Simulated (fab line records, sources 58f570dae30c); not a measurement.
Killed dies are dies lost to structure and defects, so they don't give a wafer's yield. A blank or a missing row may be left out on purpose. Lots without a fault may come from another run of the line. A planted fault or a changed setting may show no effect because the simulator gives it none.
Which tool did it? | flow berkeley_cmos170 | 15 lots, 45 wafers sampled, at 1 step of a route of 331

WHAT THE GAUGES READ, wafer by wafer
The record holds no reading of a measuring or inspecting step that can be judged against a usual standard deviation.

WHICH TOOL RAN EACH LOT (tool, then ch and the chambers of the sampled wafers, then the start)
lot  | UCB170_GATE_STRIP_16
L348 | plasma_asher-03 ch 0,1, day 7 00:02
L351 | plasma_asher-04 ch 0,1, day 7 00:30
L355 | plasma_asher-04 ch 0,1, day 8 05:54
L358 | plasma_asher-02 ch 0,1, day 8 05:56
L357 | plasma_asher-03 ch 0,1, day 8 06:04
L363 | plasma_asher-03 ch 0,1, day 9 06:14
L361 | plasma_asher-02 ch 0,1, day 9 06:31
L362 | plasma_asher-04 ch 0,1, day 9 06:55
L364 | plasma_asher-04 ch 0,1, day 9 18:51
L365 | plasma_asher-02 ch 0,1, day 9 18:58
L367 | plasma_asher-04 ch 0,1, day 9 23:55
L369 | plasma_asher-03 ch 0,1, day 10 16:22
L368 | plasma_asher-04 ch 0,1, day 10 16:34
L370 | plasma_asher-02 ch 0,1, day 11 01:42
L371 | plasma_asher-02 ch 0,1, day 11 10:58
- UCB170_GATE_STRIP_16: strips in O2.

WHAT THE TOOLS THEMSELVES READ (means of the sampled wafers that have a number; where no wafer has one, the mark that the record gives instead)
UCB170_GATE_STRIP_16. Usual: chamber_pressure_mTorr 3500 mTorr, standard deviation 3.4; drypump_motor_current_A 6.08 A, standard deviation 0.27; oes_product_au 0.725 a.u., standard deviation 0.005.
lot  | tool            | chamber_pressure_mTorr (mTorr) | drypump_motor_current_A (A) | oes_product_au (a.u.) | flag
L348 | plasma_asher-03 | 3503                           | 6.00                        | 0.730                 |
L351 | plasma_asher-04 | 3499                           | 6.37                        | 0.723                 |
L355 | plasma_asher-04 | -                              | -                           | -                     | OFF
L358 | plasma_asher-02 | -                              | -                           | -                     | OFF
L357 | plasma_asher-03 | -                              | -                           | -                     | OFF
L363 | plasma_asher-03 | 3498                           | 6.00                        | 0.724                 |
L361 | plasma_asher-02 | 3497                           | 5.88                        | 0.731                 |
L362 | plasma_asher-04 | 3505                           | 6.48                        | 0.724                 |
L364 | plasma_asher-04 | 3497                           | 6.46                        | 0.725                 |
L365 | plasma_asher-02 | 3500                           | 5.89                        | 0.728                 |
L367 | plasma_asher-04 | 3500                           | 6.47                        | 0.720                 |
L369 | plasma_asher-03 | 3501                           | 5.90                        | 0.722                 |
L368 | plasma_asher-04 | 3499                           | 6.47                        | 0.726                 |
L370 | plasma_asher-02 | 3496                           | 5.98                        | 0.723                 |
L371 | plasma_asher-02 | 3502                           | 6.00                        | 0.726                 |

THE ANSWER, worked out from the rows above alone
Rule: a lot is off if the mean of its wafers that have a number lies more than 3 standard deviations from the usual mean. A lot without any number at a reading at which 4 lots or more have one is off too. The other lots that the step has rows for count as sound. The gauges are gone through in route order, then the tools' own readings, and for those a lot's mean is taken as printed above. The first step at which some lot is off is used, and at that step the reading that is off furthest; a lot without a number counts as furthest.
Off: L355, L358, L357, at UCB170_GATE_STRIP_16 (chamber_pressure_mTorr). Without a number there: L355, L358, L357.
A tool fits if, at that step or a process step before it, it ran every lot that is off, and no sound lot after the first of them. None of those tried fits.

WHAT THE SIMULATOR HAD PUT IN
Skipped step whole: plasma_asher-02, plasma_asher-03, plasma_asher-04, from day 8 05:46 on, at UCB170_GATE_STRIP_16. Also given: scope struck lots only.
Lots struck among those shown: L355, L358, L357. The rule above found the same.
